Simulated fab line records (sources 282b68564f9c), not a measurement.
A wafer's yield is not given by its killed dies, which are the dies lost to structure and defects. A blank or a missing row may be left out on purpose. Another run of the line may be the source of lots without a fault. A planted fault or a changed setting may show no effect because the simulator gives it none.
fab line records	flow rit-cmos
record lots=6	wafers=18	last-day=6
route steps=202 shown ACTIVE@11 FOX1@20 FOX2@23 NWELL@28 PWELL@39 WELLDRIVE@50 M1@202
lots that met no fault: taken from a fault-free run of the same line
start-h: hours from the record's first day to the start of the lot's first wafer shown	wait-h: hours from the lot's prior step to this one	" unchanged from the row above	L1.1+2: a row that stands for several wafers	- value missing, or start not given	* or withheld: withheld	< > ~ a bound
route shown NAME@n: a module of which the file shows steps, and the number in the route of the first	usual: mean and standard deviation over wafers with no fault	same: alike in all rows	chamber/n: place in a boat	sites: per-site readings	_std_site: the values' standard deviation	_edge_site: outer sites' mean less inner sites'	radius-mm: for every site, how far away it sits from the centre of the wafer	mask NAME#n: copy n	behind: the tool/chamber that last shaped the wafer	hold: what put the lot on hold/how long, in hours/how the hold closed	device: the n, p or np transistor that did not switch	end of line: the tests these same wafers got at the end of their route	step lacking rows: just its recipe	killed: at the first sort, the dies lost to defects and structure; wafer yield is something else	map: dies across one wafer; x = killed, . = not, _ = none there
set.NAME: setting as actually run; set.NAME@STEP: the setting as run at that earlier step	model.NAME: the simulator's own value behind a step, which no gauge read
lots at selected steps of the route; one table per step, one row per wafer
services: from which hour (start-h, from the record's first day; less than 0 if before it) a tool's chamber was out of use, for how many hours, and why
## steps
# step RIT_ACTIVE_DEVELOP_10
# recipe resist=NOVOLAK	develop-time-s=50	dev-temp-c=24.11
# step RIT_ACTIVE_CD_MEAS_11
# recipe target-cd-nm=1400
# usual cd-nm=1400.4/1.9
lot.wafer	tool	chamber	start-h	wait-h	cd-nm
L266.3	cd-sem-01	-	19.48	-	1398.9
L266.5	"	-	"	"	1399.7
L266.6	"	-	"	"	1399.7
L270.1	cd-sem-01	-	40.58	-	1400.5
L270.2	"	-	"	"	1398.5
L270.6	"	-	"	"	1399.8
L273.1	cd-sem-01	-	54.65	-	1401.8
L273.3	"	-	"	"	1403.1
L273.6	"	-	"	"	1404.0
L277.1	cd-sem-01	-	77.31	-	1401.3
L277.3	"	-	"	"	1402.5
L277.4	"	-	"	"	1400.9
L279.3	cd-sem-01	-	85.93	-	1399.1
L279.4	"	-	"	"	1397.5
L279.5	"	-	"	"	1399.9
L281.3	cd-sem-02	-	94.68	-	1396.7
L281.5	"	-	"	"	1400.8
L281.6	"	-	"	"	1399.6
# step RIT_ACTIVE_HARDBAKE_12
# recipe resist=NOVOLAK	temp-c=140	time-s=60
# step RIT_ACTIVE_ETCH_13
# recipe stop-on=SiO2	chemistry=SF6	target=Si3N4	time-s=210	over-etch-frac=0.4	SF6_flow_sccm=200	pressure-mtorr=260	rf-w=125	target-depth-a=2100
# usual drypump-motor-current-A=5.60/0.3	oes-product-au=0.817/0.014	throttle-valve-pct=7.47/0.12
lot.wafer	tool	chamber	start-h	wait-h	drypump-motor-current-A	oes-product-au	rf-hours-counter-h	throttle-valve-pct
L266.3	rie-diel-03	2	19.71	0.1	5.65	0.834	149	7.27
L266.5	"	2	"	"	5.65	0.828	-	7.27
L266.6	"	3	"	"	5.80	0.839	-	7.46
L270.1	rie-diel-04	1	40.85	0.1	5.20	0.818	39	7.27
L270.2	"	3	"	"	5.46	0.819	12	7.51
L270.6	"	1	"	"	5.19	0.816	-	7.27
L273.1	rie-diel-02	1	54.99	0.1	5.73	0.795	5	7.34
L273.3	"	0	"	"	6.54	0.822	128	7.43
L273.6	"	3	"	"	6.01	0.842	-	7.55
L277.1	rie-diel-03	3	77.58	0.1	5.80	0.823	137	7.47
L277.3	"	1	"	"	5.29	0.825	6	7.59
L277.4	"	2	"	"	5.65	0.831	150	7.28
L279.3	rie-diel-02	3	86.16	0.1	6.08	0.844	27	7.55
L279.4	"	0	"	"	6.53	0.822	128	7.44
L279.5	"	0	"	"	6.54	0.817	-	7.45
L281.3	rie-diel-04	0	94.91	0.1	5.51	0.798	151	7.55
L281.5	"	0	"	"	5.54	0.815	-	7.56
L281.6	"	1	"	"	5.19	0.806	-	7.27
# step RIT_ACTIVE_STRIP_14
# recipe chemistry=O2	time-s=180	resist=NOVOLAK	platen-temp-c=withheld	power-w=500	pressure-mtorr=4000	o2-flow-sccm=4000
# usual drypump-motor-current-A=5.92/0.3
lot.wafer	tool	chamber	start-h	wait-h	drypump-motor-current-A	rf-hours-counter-h
L266.3	plasma-asher-03	1	19.90	0.1	6.14	-
L266.5	"	0	"	"	5.92	-
L266.6	"	1	"	"	6.13	-
L270.1	plasma-asher-01	0	40.98	0.1	5.65	40
L270.2	"	1	"	"	6.37	40
L270.6	"	0	"	"	5.66	-
L273.1	plasma-asher-04	1	55.13	0.1	5.37	26
L273.3	"	0	"	"	5.80	-
L273.6	"	0	"	"	5.78	-
L277.1	plasma-asher-03	1	77.71	0.1	6.15	42
L277.3	"	0	"	"	5.92	-
L277.4	"	1	"	"	6.15	-
L279.3	plasma-asher-03	0	86.35	0.1	5.90	-
L279.4	"	1	"	"	6.13	-
L279.5	"	1	"	"	6.13	-
L281.3	plasma-asher-04	1	95.10	0.1	5.38	-
L281.5	"	0	"	"	5.79	-
L281.6	"	1	"	"	5.37	-
# step RIT_ACTIVE_CD_MEAS_90
# recipe target-cd-nm=1400
# usual cd-nm=1400.3/1.9
lot.wafer	tool	chamber	start-h	wait-h	cd-nm
L266.3	cd-sem-02	-	20.06	0.1	1398.8
L266.5	"	-	"	"	1399.6
L266.6	"	-	"	"	1399.5
L270.1	cd-sem-01	-	41.16	0.1	1400.0
L270.2	"	-	"	"	1398.6
L270.6	"	-	"	"	1399.5
L273.1	cd-sem-01	-	55.30	0.1	1402.1
L273.3	"	-	"	"	1403.4
L273.6	"	-	"	"	1404.2
L277.1	cd-sem-02	-	77.89	0.1	1401.1
L277.3	"	-	"	"	1403.0
L277.4	"	-	"	"	1400.4
L279.3	cd-sem-02	-	86.51	0.1	1398.9
L279.4	"	-	"	"	1397.9
L279.5	"	-	"	"	1399.4
L281.3	cd-sem-01	-	95.26	0.1	1397.2
L281.5	"	-	"	"	1400.6
L281.6	"	-	"	"	1399.5
# step RIT_ACTIVE_CLEAN_15
# recipe chemistry=SC1	mix=3:3:50	time-s=600	temp-c=75
# step RIT_ACTIVE_CLEAN_16
# recipe chemistry=dHF	dilution=50:1	time-s=30
# step RIT_ACTIVE_CLEAN_17
# recipe chemistry=SC2	mix=3:3:50	time-s=600	temp-c=75	dry=n2-spin
# step RIT_FOX1_OXIDATION_00
# recipe temp-c=1100	ambient=H2O	target-thk-a=3507	p-h2o-torr=720	ox-time-s=1130
# step RIT_FOX1_THK_MEAS_01
# recipe reads=SiO2_of_FOX1_OXIDATION_00
# usual FOX1_OXIDE_THK=349/7.6
lot.wafer	tool	chamber	start-h	wait-h	FOX1_OXIDE_THK[nm]
L266.3	film-metro-02	-	26.35	0.0	352
L266.5	"	-	"	"	351
L266.6	"	-	"	"	357
L270.1	film-metro-04	-	43.23	0.0	352
L270.2	"	-	"	"	350
L270.6	"	-	"	"	349
L273.1	film-metro-04	-	58.85	0.0	343
L273.3	"	-	"	"	344
L273.6	"	-	"	"	344
L277.1	film-metro-02	-	81.84	0.0	336
L277.3	"	-	"	"	334
L277.4	"	-	"	"	342
L279.3	film-metro-01	-	88.42	0.0	357
L279.4	"	-	"	"	346
L279.5	"	-	"	"	356
L281.3	film-metro-04	-	98.45	0.0	343
L281.5	"	-	"	"	337
L281.6	"	-	"	"	339
# step RIT_FOX1_WET_ETCH_02
# recipe chemistry=BOE	target-depth-nm=350	time-s=390	temp-c=21.5	dry=n2-spin	dilution=10:1	target=SiO2
# step RIT_FOX2_OXIDATION_00
# recipe temp-c=1096	ambient=H2O	target-thk-a=3507	p-h2o-torr=720	ox-time-s=1130
# usual ox-temp-c=1096.0/0.46
lot.wafer	tool	chamber	start-h	wait-h	ox-temp-c
L266.3	furnace-01	0	27.66	1.1	1095.9
L266.5	"	0	"	"	1096.8
L266.6	"	0	"	"	1095.6
L270.1	furnace-04	0	45.66	2.2	1096.0
L270.2	"	0	"	"	1095.6
L270.6	"	0	"	"	1096.0
L270.1	furnace-03	0	47.78	0.8	1095.9
L270.2	"	0	"	"	1095.2
L270.6	"	0	"	"	1095.4
L273.1	furnace-01	0	59.02	0.0	1095.8
L273.3	"	0	"	"	1094.8
L273.6	"	0	"	"	1095.8
L273.1	furnace-01	0	60.50	0.2	1096.8
L273.3	"	0	"	"	1096.1
L273.6	"	0	"	"	1096.8
L277.1	furnace-04	0	83.98	2.0	1096.0
L277.3	"	0	"	"	1096.4
L277.4	"	0	"	"	1095.9
L279.3	furnace-04	0	88.57	0.0	1095.4
L279.4	"	0	"	"	1096.4
L279.5	"	0	"	"	1096.0
L281.3	furnace-04	0	98.61	0.0	1096.3
L281.5	"	0	"	"	1095.4
L281.6	"	0	"	"	1095.0
# step RIT_FOX2_THK_MEAS_01
# recipe reads=SiO2_of_FOX2_OXIDATION_00
# usual FOX2_OXIDE_THK=344/6.7
lot.wafer	tool	chamber	start-h	wait-h	FOX2_OXIDE_THK[nm]
L266.3	film-metro-04	-	28.99	0.0	345
L266.5	"	-	"	"	346
L266.6	"	-	"	"	343
L270.1	film-metro-02	-	49.10	0.0	511
L270.2	"	-	"	"	521
L270.6	"	-	"	"	512
L273.1	film-metro-04	-	62.69	0.9	514
L273.3	"	-	"	"	508
L273.6	"	-	"	"	514
L277.1	film-metro-04	-	85.30	0.0	347
L277.3	"	-	"	"	348
L277.4	"	-	"	"	348
L279.3	film-metro-03	-	89.91	0.0	341
L279.4	"	-	"	"	342
L279.5	"	-	"	"	336
L281.3	film-metro-02	-	99.94	0.0	349
L281.5	"	-	"	"	345
L281.6	"	-	"	"	344
# step RIT_FOX2_CLEAN_02
# recipe chemistry=dHF	dilution=50:1	time-s=180
lot.wafer	tool	chamber	start-h	wait-h	model.SiO2_of_FOX2_OXIDATION_00.thk-nm	model.Si3N4_of_ACTIVE_CVD_03.thk-nm
L266.3	wet-bench-04	1	29.03	0.0	328.6	133.9
L266.5	"	1	"	"	329.4	133.9
L266.6	"	1	"	"	326.6	135.5
L270.1	wet-bench-03	3	49.19	0.1	494.4	126.7
L270.2	"	3	"	"	504.8	126.9
L270.6	"	3	"	"	495.9	126.9
L273.1	wet-bench-03	1	62.75	0.1	497.1	125.8
L273.3	"	1	"	"	491.7	127.2
L273.6	"	1	"	"	497.1	128.2
L277.1	wet-bench-04	2	85.36	0.1	329.8	131.8
L277.3	"	2	"	"	330.8	131.5
L277.4	"	2	"	"	331.4	131.2
L279.3	wet-bench-02	2	89.95	0.0	324.3	132.7
L279.4	"	2	"	"	325.8	134.2
L279.5	"	2	"	"	319.9	133.7
L281.3	wet-bench-03	1	99.98	0.0	332.2	130
L281.5	"	1	"	"	328.3	128
L281.6	"	1	"	"	327.6	128.7
# step RIT_FOX2_WET_ETCH_03
# recipe chemistry=H3PO4	target=Si3N4	target-depth-nm=195	temp-c=165	time-s=2700
lot.wafer	tool	chamber	start-h	wait-h	model.SiO2_of_FOX2_OXIDATION_00.thk-nm
L266.3	wet-bench-03	0	29.09	0.0	317.9
L266.5	"	0	"	"	318.7
L266.6	"	0	"	"	315.8
L270.1	wet-bench-04	2	49.25	0.0	483.9
L270.2	"	2	"	"	494.4
L270.6	"	2	"	"	485.3
L273.1+6	wet-bench-04	1	62.81	0.0	486.4
L273.3	"	1	"	"	481
L277.1	wet-bench-02	3	85.42	0.0	319.2
L277.3	"	3	"	"	320.1
L277.4	"	3	"	"	320.8
L279.3	wet-bench-03	0	90.01	0.0	313.8
L279.4	"	0	"	"	315.4
L279.5	"	0	"	"	309.5
L281.3	wet-bench-04	0	100.04	0.0	321.5
L281.5	"	0	"	"	317.6
L281.6	"	0	"	"	316.9
# step RIT_FOX2_THK_MEAS_90
# recipe reads=SiO2_of_FOX2_OXIDATION_00
# usual FIELD_OXIDE_LEFT_1_THK=317/6.6
lot.wafer	tool	chamber	start-h	wait-h	FIELD_OXIDE_LEFT_1_THK[nm]
L266.3	film-metro-03	-	29.87	0.0	318
L266.5	"	-	"	"	318
L266.6	"	-	"	"	316
L270.1	film-metro-03	-	50.12	0.0	484
L270.2	"	-	"	"	494
L270.6	"	-	"	"	485
L273.1	film-metro-03	-	63.64	0.1	487
L273.3	"	-	"	"	481
L273.6	"	-	"	"	486
L277.1	film-metro-03	-	86.24	0.0	319
L277.3	"	-	"	"	320
L277.4	"	-	"	"	321
L279.3	film-metro-02	-	90.79	0.0	314
L279.4	"	-	"	"	316
L279.5	"	-	"	"	309
L281.3	film-metro-03	-	100.82	0.0	321
L281.5	"	-	"	"	318
L281.6	"	-	"	"	317
# step RIT_NWELL_HMDS_00
# recipe prime-time-s=60	prime-temp-c=140
# step RIT_NWELL_COAT_01
# recipe resist=NOVOLAK	spin-rpm=2000	resist-thk-nm=1300
# step RIT_NWELL_SOFTBAKE_02
# recipe resist=NOVOLAK	temp-c=90	time-s=60
# step RIT_NWELL_EXPOSE_03
# recipe mask-id=M2	na=0.57	target-cd-nm=43900	dose-mj=250
# step RIT_NWELL_PEB_04
# recipe resist=NOVOLAK	temp-c=withheld	time-s=withheld
# step RIT_NWELL_DEVELOP_05
# recipe resist=NOVOLAK	develop-time-s=68	dev-temp-c=23
# step RIT_NWELL_OVL_MEAS_06
# usual NWELL_OVL=1.1/1.1
lot.wafer	tool	chamber	start-h	wait-h	NWELL_OVL[nm]
L266.3	overlay-02	-	30.93	-	-0.3
L266.5	"	-	"	"	2.8
L266.6	"	-	"	"	-0.4
L270.1	overlay-01	-	51.32	-	-0.8
L270.2	"	-	"	"	-1.3
L270.6	"	-	"	"	-0.1
L273.1	overlay-01	-	65.04	-	1.5
L273.3	"	-	"	"	1.5
L273.6	"	-	"	"	1.5
L277.1	overlay-02	-	87.31	-	-1.0
L277.3	"	-	"	"	-0.5
L277.4	"	-	"	"	0.8
L279.3	overlay-02	-	91.85	-	-0.8
L279.4	"	-	"	"	0.9
L279.5	"	-	"	"	-0.1
L281.3	overlay-02	-	101.75	-	1.4
L281.5	"	-	"	"	0.2
L281.6	"	-	"	"	0.0
# step RIT_NWELL_HARDBAKE_07
# recipe resist=NOVOLAK	temp-c=140	time-s=120
# step RIT_NWELL_IMPLANT_08
# recipe species=P	energy-kev=170	dose-cm2=4.896e+13	tilt-deg=7
# step RIT_NWELL_STRIP_09
# recipe chemistry=O2	time-s=180	resist=NOVOLAK	platen-temp-c=withheld	power-w=500	pressure-mtorr=4000	o2-flow-sccm=4000
# usual drypump-motor-current-A=6.09/0.28
lot.wafer	tool	chamber	start-h	wait-h	drypump-motor-current-A	rf-hours-counter-h
L266.3	plasma-asher-02	0	31.41	0.1	6.26	-
L266.5	"	0	"	"	6.31	-
L266.6	"	1	"	"	6.32	-
L270.1	plasma-asher-03	1	51.95	0.1	6.14	39
L270.2	"	0	"	"	5.91	39
L270.6	"	1	"	"	6.15	-
L273.1	plasma-asher-02	0	65.47	0.1	6.32	42
L273.3	"	0	"	"	6.26	-
L273.6	"	1	"	"	6.34	-
L277.1	plasma-asher-04	1	87.74	0.1	5.38	30
L277.3	"	0	"	"	5.78	-
L277.4	"	1	"	"	5.38	-
L279.3	plasma-asher-02	1	92.33	0.1	6.27	-
L279.4	"	0	"	"	6.28	-
L279.5	"	1	"	"	6.28	-
L281.3	plasma-asher-04	0	102.23	0.1	5.78	-
L281.5	"	0	"	"	5.80	-
L281.6	"	1	"	"	5.37	-
# step RIT_NWELL_TW_MEAS_10
# usual NWELL_TW=2140/19
lot.wafer	tool	chamber	start-h	wait-h	NWELL_TW
L266.3	film-metro-04	-	31.55	0.1	2180
L266.5	"	-	"	"	2159
L266.6	"	-	"	"	2167
L270.1	film-metro-04	-	52.13	0.1	2153
L270.2	"	-	"	"	2173
L270.6	"	-	"	"	2164
L273.1	film-metro-04	-	65.65	0.1	2149
L273.3	"	-	"	"	2164
L273.6	"	-	"	"	2153
L277.1	film-metro-03	-	87.92	0.1	2114
L277.3	"	-	"	"	2129
L277.4	"	-	"	"	2113
L279.3	film-metro-04	-	92.47	0.1	2174
L279.4	"	-	"	"	2168
L279.5	"	-	"	"	2168
L281.3	film-metro-03	-	102.37	0.1	2113
L281.5	"	-	"	"	2123
L281.6	"	-	"	"	2127
# step RIT_PWELL_HMDS_00
# recipe prime-time-s=60	prime-temp-c=140
# step RIT_PWELL_COAT_01
# recipe resist=NOVOLAK	spin-rpm=2000	resist-thk-nm=1300
# step RIT_PWELL_SOFTBAKE_02
# recipe resist=NOVOLAK	temp-c=90	time-s=60
# step RIT_PWELL_EXPOSE_03
# recipe mask-id=M3	na=0.57	target-cd-nm=43700	dose-mj=250
# step RIT_PWELL_PEB_04
# recipe resist=NOVOLAK	temp-c=withheld	time-s=withheld
# step RIT_PWELL_DEVELOP_05
# recipe resist=NOVOLAK	develop-time-s=71.04	dev-temp-c=23
# step RIT_PWELL_OVL_MEAS_06
# usual PWELL_OVL=0.6/1.2
lot.wafer	tool	chamber	start-h	wait-h	PWELL_OVL[nm]
L266.3	overlay-02	-	32.60	-	0.1
L266.5	"	-	"	"	-0.2
L266.6	"	-	"	"	-1.1
L270.1	overlay-01	-	53.65	-	2.7
L270.2	"	-	"	"	3.1
L270.6	"	-	"	"	2.7
L273.1	overlay-01	-	67.04	-	-1.9
L273.3	"	-	"	"	-0.8
L273.6	"	-	"	"	-2.5
L277.1	overlay-01	-	89.10	-	0.3
L277.3	"	-	"	"	-0.1
L277.4	"	-	"	"	0.9
L279.3	overlay-02	-	93.40	-	1.9
L279.4	"	-	"	"	1.2
L279.5	"	-	"	"	1.9
L281.3	overlay-01	-	103.30	-	2.5
L281.5	"	-	"	"	3.6
L281.6	"	-	"	"	1.7
# step RIT_PWELL_HARDBAKE_07
# recipe resist=NOVOLAK	temp-c=140	time-s=120
# step RIT_PWELL_IMPLANT_08
# recipe species=B	energy-kev=170	dose-cm2=7e+13	tilt-deg=7
# step RIT_PWELL_STRIP_09
# recipe chemistry=O2	time-s=180	resist=NOVOLAK	platen-temp-c=withheld	power-w=500	pressure-mtorr=4000	o2-flow-sccm=4000
# usual drypump-motor-current-A=6.14/0.19
lot.wafer	tool	chamber	start-h	wait-h	drypump-motor-current-A	rf-hours-counter-h
L266.3	plasma-asher-03	1	33.09	0.1	6.15	-
L266.5	"	0	"	"	5.89	-
L266.6	"	1	"	"	6.13	-
L270.1	plasma-asher-03	0	54.33	0.3	5.91	39
L270.2	"	1	"	"	6.12	39
L270.6	"	0	"	"	5.91	-
L273.1	plasma-asher-03	0	67.48	0.1	5.93	41
L273.3	"	1	"	"	6.14	-
L273.6	"	0	"	"	5.89	-
L277.1	plasma-asher-02	1	89.53	0.1	6.23	46
L277.3	"	1	"	"	6.28	-
L277.4	"	0	"	"	6.27	-
L279.3	plasma-asher-01	0	93.88	0.1	5.68	-
L279.4	"	1	"	"	6.37	-
L279.5	"	0	"	"	5.65	-
L281.3	plasma-asher-03	1	103.78	0.1	6.14	-
L281.5	"	0	"	"	5.90	-
L281.6	"	1	"	"	6.16	-
# step RIT_PWELL_TW_MEAS_10
# usual PWELL_TW=957/9
lot.wafer	tool	chamber	start-h	wait-h	PWELL_TW
L266.3	film-metro-03	-	33.22	0.1	948
L266.5	"	-	"	"	954
L266.6	"	-	"	"	953
L270.1	film-metro-04	-	54.50	0.1	969
L270.2	"	-	"	"	962
L270.6	"	-	"	"	967
L273.1	film-metro-03	-	67.65	0.1	947
L273.3	"	-	"	"	953
L273.6	"	-	"	"	949
L277.1	film-metro-04	-	89.71	0.1	970
L277.3	"	-	"	"	966
L277.4	"	-	"	"	970
L279.3	film-metro-04	-	94.02	0.1	968
L279.4	"	-	"	"	965
L279.5	"	-	"	"	972
L281.3	film-metro-01	-	103.92	0.1	955
L281.5	"	-	"	"	956
L281.6	"	-	"	"	948
# step RIT_WELLDRIVE_ANNEAL_00
# recipe temp-c=1100	time-s=14700	ambient=N2
# step RIT_WELLDRIVE_RS_MEAS_01
# recipe thk-meas-gauge=four-point-probe
# usual NWELL_RS=279.3/1.2
lot.wafer	tool	chamber	start-h	wait-h	NWELL_RS[ohm/sq]
L266.3	film-metro-03	-	39.14	0.0	278.8
L266.5	"	-	"	"	278.1
L266.6	"	-	"	"	277.3
L270.1	film-metro-03	-	60.22	0.0	277.2
L270.2	"	-	"	"	277.4
L270.6	"	-	"	"	276.9
L273.1	film-metro-03	-	72.80	0.0	277.8
L273.3	"	-	"	"	276.7
L273.6	"	-	"	"	278.3
L277.1	film-metro-04	-	94.85	0.0	279.9
L277.3	"	-	"	"	280.4
L277.4	"	-	"	"	280.1
L279.3	film-metro-04	-	100.23	0.0	278.5
L279.4	"	-	"	"	279.2
L279.5	"	-	"	"	278.2
L281.3	film-metro-01	-	109.08	0.0	280.5
L281.5	"	-	"	"	280.9
L281.6	"	-	"	"	279.7
# step RIT_WELLDRIVE_RS_MEAS_02
# recipe thk-meas-gauge=four-point-probe
# usual PWELL_RS=429.6/1.4
lot.wafer	tool	chamber	start-h	wait-h	PWELL_RS[ohm/sq]
L266.3	film-metro-03	-	39.26	0.1	427.8
L266.5	"	-	"	"	429.0
L266.6	"	-	"	"	428.5
L270.1	film-metro-03	-	60.34	0.1	427.4
L270.2	"	-	"	"	427.0
L270.6	"	-	"	"	428.9
L273.1	film-metro-03	-	72.92	0.1	427.3
L273.3	"	-	"	"	429.3
L273.6	"	-	"	"	429.0
L277.1	film-metro-04	-	94.97	0.1	429.2
L277.3	"	-	"	"	429.3
L277.4	"	-	"	"	429.7
L279.3	film-metro-04	-	100.35	0.1	430.7
L279.4	"	-	"	"	429.7
L279.5	"	-	"	"	429.5
L281.3	film-metro-01	-	109.20	0.1	431.5
L281.5	"	-	"	"	430.9
L281.6	"	-	"	"	430.4
# step RIT_FOX2_THK_MEAS_91
# recipe reads=SiO2_of_FOX2_OXIDATION_00
# usual FIELD_OXIDE_LEFT_2_THK=249/6.8
lot.wafer	tool	chamber	start-h	wait-h	FIELD_OXIDE_LEFT_2_THK[nm]
L266.3	film-metro-03	-	43.17	0.0	249
L266.5	"	-	"	"	250
L266.6	"	-	"	"	247
L270.1	film-metro-04	-	65.36	0.0	417
L270.2	"	-	"	"	427
L270.6	"	-	"	"	418
L273.1	film-metro-04	-	96.20	0.0	419
L273.3	"	-	"	"	414
L273.6	"	-	"	"	419
L277.1	film-metro-02	-	98.74	0.0	251
L277.3	"	-	"	"	252
L277.4	"	-	"	"	253
L279.3	film-metro-02	-	104.21	0.0	246
L279.4	"	-	"	"	248
L279.5	"	-	"	"	242
L281.3	film-metro-03	-	113.35	0.0	254
L281.5	"	-	"	"	251
L281.6	"	-	"	"	250
# step RIT_M1_PROBE_99
# usual killed-at-front-end=6.8/2.9	killed-dies=6.9/2.9	killed-open=3.3/1.9	killed-short=3.6/1.9
# same gross-dies=264	killed_at_M0_to_M3=0	killed_at_M4_up=0	killed-at-back-side=0	killed-at-contacts=0	killed-at-other=0
lot.wafer	tool	chamber	start-h	wait-h	killed-at-front-end	killed-dies	killed-open	killed-short
L266.3	prober-01	-	70.90	0.2	5	5	2	3
L266.5	prober-01	-	71.00	0.2	8	8	3	5
L266.6	prober-01	-	71.05	0.2	10	10	3	7
L270.1	prober-01	-	96.24	0.1	9	9	7	2
L270.2	prober-01	-	96.29	0.1	4	4	2	2
L270.6	prober-01	-	96.49	0.2	11	11	3	8
L273.1	prober-02	-	124.35	0.1	8	8	3	5
L273.3	prober-02	-	124.45	0.2	5	5	2	3
L273.6	prober-02	-	124.60	0.2	5	5	1	4
L281.3	prober-01	-	139.53	0.2	7	7	3	4
L281.5	prober-01	-	139.63	0.2	5	5	2	3
L281.6	prober-01	-	139.68	0.2	12	12	4	8
# killed by level:class
L266.3 GATE:geometric-particle:short=2 FOX2:geometric-particle:open=1 GATE:geometric-particle:open=1 SPACER:geometric-particle:short=1
L266.5 GATE:geometric-particle:short=2 REOX:geometric-particle:short=2 FOX1:geometric-particle:open=1 FOX1:geometric-particle:short=1 FOX2:geometric-particle:open=1 GATE:geometric-particle:open=1
L266.6 GATE:geometric-particle:short=3 FOX2:geometric-particle:open=2 FOX1:geometric-particle:short=1 FOX2:geometric-particle:short=1 REOX:geometric-particle:short=1 SPACER:geometric-particle:open=1 SILICIDE:geometric-particle:short=1
L270.1 GATE:geometric-particle:open=5 FOX2:geometric-particle:open=1 FOX2:geometric-particle:short=1 SPACER:geometric-particle:short=1 SPACER:geometric-particle:open=1
L270.2 FOX2:geometric-particle:short=1 GATE:geometric-particle:short=1 GATE:geometric-particle:open=1 SPACER:geometric-particle:open=1
L270.6 SPACER:geometric-particle:short=5 FOX2:geometric-particle:open=2 GATE:geometric-particle:short=2 FOX2:geometric-particle:short=1 GATE:geometric-particle:open=1
L273.1 GATE:geometric-particle:short=3 FOX2:geometric-particle:open=2 REOX:geometric-particle:short=2 REOX:geometric-particle:open=1
L273.3 FOX1:geometric-particle:open=1 FOX1:geometric-particle:short=1 GATE:geometric-particle:short=1 REOX:geometric-particle:open=1 SILICIDE:geometric-particle:short=1
L273.6 GATE:geometric-particle:short=3 GATE:geometric-particle:open=1 SPACER:geometric-particle:short=1
L281.3 FOX1:geometric-particle:short=2 GATE:geometric-particle:open=2 FOX2:geometric-particle:short=1 REOX:geometric-particle:short=1 REOX:geometric-particle:open=1
L281.5 SILICIDE:geometric-particle:short=2 FOX1:geometric-particle:open=1 REOX:geometric-particle:short=1 SILICIDE:geometric-particle:open=1
L281.6 REOX:geometric-particle:short=4 FOX1:geometric-particle:open=3 SILICIDE:geometric-particle:short=2 FOX1:geometric-particle:short=1 GATE:geometric-particle:short=1 REOX:geometric-particle:open=1
## services
tool	chamber	start-h	hours	kind
furnace-03	-	0.19	8.4	repair
rie-diel-04	2	12.09	2.1	repair
furnace-03	-	19.44	3.4	pm
plasma-asher-01	-	37.51	3.4	repair
rie-diel-03	1	48.46	8.1	repair
plasma-asher-01	-	48.61	8.9	repair
rie-diel-04	3	52.55	3.8	repair
furnace-01	-	65.98	2.4	pm
## key
first-sign step=RIT_FOX2_OXIDATION_00	reading=visit	direction=added
effect step=RIT_FOX2_THK_MEAS_01	reading=FOX2_OXIDE_THK	direction=up	sigmas=25	usual=344	struck=513
effect step=RIT_FOX2_THK_MEAS_90	reading=FIELD_OXIDE_LEFT_1_THK	direction=up	sigmas=26	usual=317	struck=486
effect step=RIT_FOX2_THK_MEAS_91	reading=FIELD_OXIDE_LEFT_2_THK	direction=up	sigmas=25	usual=249	struck=419
model-effect step=RIT_FOX2_CLEAN_02	value=SiO2_of_FOX2_OXIDATION_00.thk-nm	without=323.7	struck=496.8
model-effect step=RIT_FOX2_WET_ETCH_03	value=SiO2_of_FOX2_OXIDATION_00.thk-nm	without=313.1	struck=486.2
met-at RIT_FOX2_OXIDATION_00
struck-wafers L270.1,L270.2,L270.6,L273.1,L273.3,L273.6
tester-left-out L270,L273
fault kind=repeated-step-whole	tool=furnace-01,furnace-03,furnace-04	chamber=-	onset-h=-	steps=RIT_FOX2_OXIDATION_00	times=1	scope=struck-lots-only
# tester-left-out: of these lots the tester's yield and bins aren't shown, on N5 and GAA mostly nor the transistor test; their killed dies are dies lost to structure and defects alone, not to doping, threshold or leakage, so they don't give the yield
